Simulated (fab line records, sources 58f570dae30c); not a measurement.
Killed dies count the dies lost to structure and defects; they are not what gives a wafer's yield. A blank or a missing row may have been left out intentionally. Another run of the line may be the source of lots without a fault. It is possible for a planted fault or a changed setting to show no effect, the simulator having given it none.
8D (eight disciplines) problem report, filled in by code	flow berkeley cmos170	the parts of the form that need people (team, actions taken, sign-off) are left out

== 1. THE ISSUE ==
Across 2 wafers from 2 lots, V1_TEOS_THK at UCB170_V1_THK_MEAS_01 averages 1278 nm, while fault-free wafers read 2000 nm with a standard deviation of 28. That puts it -26 standard deviations away from the usual mean.
Seen first at day 10 00:47 on film metro-01, wafer L352.5. At this step, 42 wafers from 14 lots have a number in the record. The rule behind "out" and "out of limits": a value lying over 4 standard deviations away from the usual mean. The rest of the wafers with a number are treated as sound.

== 2. WHAT IT IS, WHAT IT ISN'T ==
question	is	is not
which readings at this step	V1_TEOS_THK	-
which lots	L352, L353	L342, L343, L344, L345, L346, L348, L349, L350, L351, L357, L361, L362
which wafers of those lots	L352.5, L353.3	L352.1, L352.6, L353.5, L353.6
read on which gauges	film metro-01	film metro-02, film metro-03
when	from day 10 00:47	up to then (26 sound wafers); but 14 sound wafers of L351, L353, L357, L361, L362 came after

== 3. WHAT RULES OUT EACH SUSPECT ==
Counting: a tool at a process step up to the reading stays a suspect if it ran every lot that is out. Sound lots after the first of them don't rule it out here, since some wafers of a struck lot are sound.
- ruled out: the gauge at UCB170_V1_THK_MEAS_01. All the wafers that are out were read on film metro-01, but those of them that UCB170_V1_CVD_00 has rows for are out there too, on other tools.
- pecvd-01 at UCB170_V1_CVD_00 (deposits SiO2 from TEOS/O2, target thk 2000 nm, time 250 s): kept. It ran every lot that is out, first L352 (day 10 00:38); its last sound lot up to then is L349 (day 9 11:58). On those wafers its own readings are out: run length s.
- At UCB170_V1_CVD_00, inside pecvd-01: chamber 0 took the wafers that are out, while their sound lot-mates went through chambers 1, 2.
The count leaves pecvd-01 at UCB170_V1_CVD_00.

== 4. THE CAUSE (what the simulator had put in) ==
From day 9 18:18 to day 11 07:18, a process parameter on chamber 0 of pecvd-01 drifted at UCB170_V1_CVD_00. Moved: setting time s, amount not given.
Only this tool survived the counting.

== 5. THE EFFECT CHAIN, in route order ==
Each row: a reading whose mean over the struck wafers that have a number lies more than 3 standard deviations from the usual. Only readings for which the record gives a usual standard deviation are gone through. hours: the time from each lot's start at the first step in this table that gives one to its start at this step, as a median over the lots. sigmas: the change in usual standard deviations.
hours	step	reading	usual	on struck wafers	change	sigmas
0	UCB170_V1_CVD_00	run length s	277.9 s	188.1	-89.8	-99 or more
0	UCB170_V1_THK_MEAS_01	V1_TEOS_THK	2000 nm	1278	-722	-26
Here are the process steps it includes:
- UCB170_V1_CVD_00: deposits SiO2 from TEOS/O2, target thk 2000 nm, time 250 s.
At these later measuring or inspecting steps, every struck wafer for which the step has a row has a number for every such reading, and none has moved that far: UCB170_V1_CD_MEAS_12.

== 6. HOW IT WOULD HAVE BEEN CAUGHT EARLIER ==
The first out-of-limits reading at a measuring or inspecting step in this record came at day 10 00:47, 6 hours after the fault's start at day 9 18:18.
Tool's own readings at UCB170_V1_CVD_00, run length s: out on all struck wafers the step has rows for; an alarm limit on them would have tripped on the first.
Lots out: 2; of these, L353 started UCB170_V1_CVD_00 on pecvd-01 after day 10 00:47. It would have been spared by a hold on the tool at that moment.
